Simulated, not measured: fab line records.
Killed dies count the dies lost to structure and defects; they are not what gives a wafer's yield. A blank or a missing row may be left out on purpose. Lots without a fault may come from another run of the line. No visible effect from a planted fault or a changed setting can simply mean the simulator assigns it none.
What tool caused it? / flow ritCmos / Sampling: 13 lots, 39 wafers, 4 of 202 route steps

== WHAT EACH GAUGE READ, for each wafer ==
RIT_WELLDRIVE_RS_MEAS_02: measurement is done with a four-point probe.
lot=L920; measured=day 2 06:15; on=filmMetro-02; PWELL_RS (ohm/sq)=430.5 430.9 431.6
lot=L921; measured=day 2 09:34; on=filmMetro-04; PWELL_RS (ohm/sq)=428.6 428.8 427.5
lot=L922; measured=day 2 16:42; on=filmMetro-03; PWELL_RS (ohm/sq)=427.3 425.7 426.7
lot=L923; measured=day 2 21:49; on=filmMetro-04; PWELL_RS (ohm/sq)=427.5 428.8 429.3
lot=L924; measured=day 3 03:11; on=filmMetro-04; PWELL_RS (ohm/sq)=428.9 428.5 427.2
lot=L925; measured=day 3 08:28; on=filmMetro-03; PWELL_RS (ohm/sq)=427.7 430.8 427.9
lot=L926; measured=day 3 12:31; on=filmMetro-03; PWELL_RS (ohm/sq)=429.1 429.9 429.3
lot=L927; measured=day 3 17:41; on=filmMetro-03; PWELL_RS (ohm/sq)=428.4 428.8 428.1
lot=L936; measured=day 5 17:34; on=filmMetro-03; PWELL_RS (ohm/sq)=430.3 430.0 430.1
lot=L937; measured=day 6 02:46; on=filmMetro-04; PWELL_RS (ohm/sq)=429.0 427.1 428.2
lot=L938; measured=day 6 04:02; on=filmMetro-03; PWELL_RS (ohm/sq)=428.5 428.2 427.7
lot=L941; measured=day 7 00:59; on=filmMetro-03; PWELL_RS (ohm/sq)=429.0 430.2 430.3
lot=L942; measured=day 7 14:17; on=filmMetro-04; PWELL_RS (ohm/sq)=429.0 428.1 430.6

RIT_GATE_THK_MEAS_07.
lot=L920; measured=day 2 11:28; on=filmMetro-04; GATE_OXIDE_THK (nm)=3.10 3.20 3.09
lot=L921; measured=day 2 15:37; on=filmMetro-01; GATE_OXIDE_THK (nm)=2.99 3.04 3.00
lot=L922; measured=day 3 01:09; on=filmMetro-02; GATE_OXIDE_THK (nm)=3.11 3.08 3.12
lot=L923; measured=day 3 03:03; on=filmMetro-01; GATE_OXIDE_THK (nm)=2.95 2.93 3.01
lot=L924; measured=day 3 13:17; on=filmMetro-04; GATE_OXIDE_THK (nm)=3.02 3.06 2.97
lot=L925; measured=day 3 16:47; on=filmMetro-04; GATE_OXIDE_THK (nm)=2.96 2.92 2.96
lot=L926; measured=day 3 19:46; on=filmMetro-04; GATE_OXIDE_THK (nm)=3.17 3.02 3.10
lot=L927; measured=day 4 02:24; on=filmMetro-01; GATE_OXIDE_THK (nm)=3.03 3.04 3.05
lot=L936; measured=day 6 02:53; on=filmMetro-02; GATE_OXIDE_THK (nm)=5.57 5.52 5.49 5.49 5.53 5.44
lot=L937; measured=day 6 16:59; on=filmMetro-02; GATE_OXIDE_THK (nm)=5.54 5.50 5.58 5.51 5.51 5.55
lot=L938; measured=day 6 17:03; on=filmMetro-02; GATE_OXIDE_THK (nm)=5.49 5.50 5.45 5.44 5.44 5.45
lot=L941; measured=day 7 09:07; on=filmMetro-04; GATE_OXIDE_THK (nm)=2.97 2.87 2.97
lot=L942; measured=day 7 22:57; on=filmMetro-01; GATE_OXIDE_THK (nm)=3.12 3.11 3.08

RIT_SDANNEAL_RS_MEAS_06: measurement is done with a four-point probe.
lot=L920; measured=day 3 03:31; on=filmMetro-01; PLDD_RS (ohm/sq)=178.5 178.4 178.4
lot=L921; measured=day 3 08:19; on=filmMetro-02; PLDD_RS (ohm/sq)=178.3 178.6 178.4
lot=L922; measured=day 3 18:00; on=filmMetro-01; PLDD_RS (ohm/sq)=178.4 178.9 178.2
lot=L923; measured=day 4 00:08; on=filmMetro-01; PLDD_RS (ohm/sq)=178.5 179.2 179.2
lot=L924; measured=day 4 06:17; on=filmMetro-03; PLDD_RS (ohm/sq)=177.9 178.1 177.5
lot=L925; measured=day 4 09:17; on=filmMetro-03; PLDD_RS (ohm/sq)=178.6 178.2 178.4
lot=L926; measured=day 4 13:58; on=filmMetro-03; PLDD_RS (ohm/sq)=178.5 178.1 177.9
lot=L927; measured=day 4 19:05; on=filmMetro-03; PLDD_RS (ohm/sq)=179.9 179.5 179.3
lot=L936; measured=day 7 05:52; on=filmMetro-01; PLDD_RS (ohm/sq)=178.4 179.0 179.5
lot=L937; measured=day 7 18:44; on=filmMetro-01; PLDD_RS (ohm/sq)=178.2 178.1 177.9
lot=L938; measured=day 7 13:58; on=filmMetro-02; PLDD_RS (ohm/sq)=178.7 179.0 179.4
lot=L941; measured=day 8 06:32; on=filmMetro-03; PLDD_RS (ohm/sq)=177.5 177.7 178.0
lot=L942; measured=day 8 17:36; on=filmMetro-03; PLDD_RS (ohm/sq)=178.6 178.2 178.7

RIT_M1_CD_MEAS_09 targets a cd of 2600 nm.
lot=L920; measured=day 3 08:00; on=cdSem-02; cdNm (nm)=2600.7 2600.5 2600.7
lot=L921; measured=day 3 12:41; on=cdSem-01; cdNm (nm)=2604.9 2602.9 2603.5
lot=L922; measured=day 3 22:38; on=cdSem-01; cdNm (nm)=2599.0 2599.1 2598.6
lot=L923; measured=day 4 04:43; on=cdSem-02; cdNm (nm)=2600.1 2599.7 2599.3
lot=L924; measured=day 4 10:45; on=cdSem-02; cdNm (nm)=2598.2 2600.8 2601.7
lot=L925; measured=day 4 13:56; on=cdSem-01; cdNm (nm)=2600.5 2599.2 2599.9
lot=L926; measured=day 4 18:50; on=cdSem-02; cdNm (nm)=2597.4 2598.8 2599.6
lot=L927; measured=day 4 23:35; on=cdSem-02; cdNm (nm)=2601.3 2598.6 2600.3
lot=L936; measured=day 7 10:45; on=cdSem-02; cdNm (nm)=2600.2 2599.8 2599.0
lot=L937; measured=day 8 00:05; on=cdSem-01; cdNm (nm)=2596.0 2596.1 2596.5
lot=L938; measured=day 7 18:38; on=cdSem-02; cdNm (nm)=2595.2 2596.5 2597.4
lot=L941; measured=day 8 11:11; on=cdSem-02; cdNm (nm)=2597.1 2596.0 2598.1
lot=L942; measured=day 8 22:27; on=cdSem-01; cdNm (nm)=2598.7 2597.1 2598.6

== EACH LOT AND THE TOOL THAT RAN IT (in order: tool; ch and the chambers of the sampled wafers; start) ==
The record shows no process step preceding these readings.

== AS READ BY THE TOOLS THEMSELVES (means over the sampled wafers that have a number; for cases with no such wafer, the mark the record gives instead) ==
The record holds no such reading with a usual standard deviation.

== THE ANSWER, worked out from the rows above alone ==
Rule: what is usual is taken from the lots themselves. The widest of any qualifying gaps counts: lots, ordered by their means at a reading, are off when they make up no more than a third of the lots, leave a main group of 4 or more, and stand apart from it by 3 or more times the standard deviation of that group's means. If all means in a main group match to the digits the tables above print for the reading, that group is not used. A lot without any number at a reading at which 4 lots or more have one is off too. Where the step has rows for the other lots, those lots are counted as sound. The gauges are gone through in route order, then the tools' own readings, and for those a lot's mean is taken as printed above. The first step at which some lot is off is used, and at that step the reading that is off furthest; a lot without a number counts as furthest.
Off: L936, L937, L938, at RIT_GATE_THK_MEAS_07 (GATE_OXIDE_THK). The main group: mean 3.03 nm, standard deviation 0.068.
A tool fits if, at a process step before that reading, it ran every lot that is off, and no sound lot after the first of them. Gauges at RIT_GATE_THK_MEAS_07: tried the same way as those tools. One fits: RIT_GATE_THK_MEAS_07 on filmMetro-02. Its last sound lot is L922 (day 3 01:09), its first lot that is off L936 (day 6 02:53): a fault that began between those two fits.

== WHAT WAS PUT IN BY THE SIMULATOR ==
Metrology matching offset: filmMetro-02, from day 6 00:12 on, at RIT_GATE_THK_MEAS_07. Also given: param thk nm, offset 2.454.
Lots struck among those shown: L936, L937, L938. Same finding as the rule above.
